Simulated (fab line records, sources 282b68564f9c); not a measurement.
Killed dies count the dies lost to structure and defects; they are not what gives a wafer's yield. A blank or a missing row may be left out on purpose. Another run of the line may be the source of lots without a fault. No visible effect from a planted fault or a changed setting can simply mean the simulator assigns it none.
Struck lot and sound lot, side by side | flow ritCmos | 14 out of 202 route steps
Sound: the wafers L229.1, L229.3, L229.6. Wafers struck: L238.1, L238.3, L238.4. Last of all comes the cause.
Order at every step that has rows: each side's tool, ch and its chambers, its first start. Under that, the readings that differ: sound wafers | struck wafers | difference of the means | sigmas: that difference in standard deviations of wafers without a fault.
alike: a reading whose means differ by less than 2 such deviations, as well as words and numbers matching on both sides. not compared: withheld readings; readings where some wafer has no value; bounds like >300 that might hide an equal value; numbers whose values overlap and for which the record gives no deviation.
Wherever a step has rows on one side only, a row that says differs or no value, or a row with sigmas, the two part there. Numbers that don't overlap but have no deviation are shown without sigmas and don't part them. A reading that every wafer of one side lacks parts them only if that side has two wafers or more.

RIT_NSD_OVL_MEAS_06:
  sound on overlay-01 at day 4 09:06; struck on overlay-01 at day 6 07:01
  alike: NSD_OVL
then, 2 steps without rows for these wafers: RIT_NSD_HARDBAKE_07 (time 60 s); RIT_NSD_IMPLANT_08.
RIT_NSD_STRIP_09: strips in O2, time 180 s.
  sound on plasmaAsher-04 ch 0,1, day 4 09:26; struck on plasmaAsher-02 ch 0,1, day 6 07:21
  alike: drypumpMotorCurrentA
  not compared: rfHoursCounterH
RIT_NSD_TW_MEAS_10:
  sound on filmMetro-01 at day 4 09:37; struck on filmMetro-03 at day 6 07:31
reading | sound          | struck         | difference | sigmas
NSD_TW  | 3192 3172 3187 | 3071 3088 3097 | -98        | -2
then, 6 steps without rows for these wafers: RIT_PSD_HMDS_00 (prime time 60 s); RIT_PSD_COAT_01 (resist thk 1000 nm); RIT_PSD_SOFTBAKE_02 (time 60 s); RIT_PSD_EXPOSE_03 (exposes mask M10, target cd 40900 nm); RIT_PSD_PEB_04; RIT_PSD_DEVELOP_05 (develop time 50 s).
RIT_PSD_OVL_MEAS_06:
  sound on overlay-01 at day 4 10:41; struck on overlay-01 at day 6 08:34
  alike: PSD_OVL
RIT_PSD_HARDBAKE_07: time 60 s.
  sound on lithoTrack-04 ch 0, day 4 10:44; struck on lithoTrack-04 ch 0, day 6 08:35
reading                                 | sound                | struck               | difference | sigmas
exhaustPa (Pa)                          | 43.6 43.3 43.7       | 46.6 45.7 45.2       | +2.3       | +3
heaterPowerTotalW (W)                   | 62.56 62.56 62.58    | 60.97 60.89 60.90    | -1.65      | -37
plateTempC (C)                          | 140.18 140.23 139.97 | 137.33 137.15 137.00 | -2.97      | -21
model.NOVOLAK_of_PSD_COAT_01.thkNm (nm) | 881.8 881.7 881.1    | 890.2 887.2 890.8    | +7.9       | 
then, 1 step without rows for these wafers: RIT_PSD_IMPLANT_08.

## WHERE THEY PART
Earliest at RIT_NSD_TW_MEAS_10; latest, in this record, at RIT_PSD_HARDBAKE_07.

WHY: what the simulator had put in
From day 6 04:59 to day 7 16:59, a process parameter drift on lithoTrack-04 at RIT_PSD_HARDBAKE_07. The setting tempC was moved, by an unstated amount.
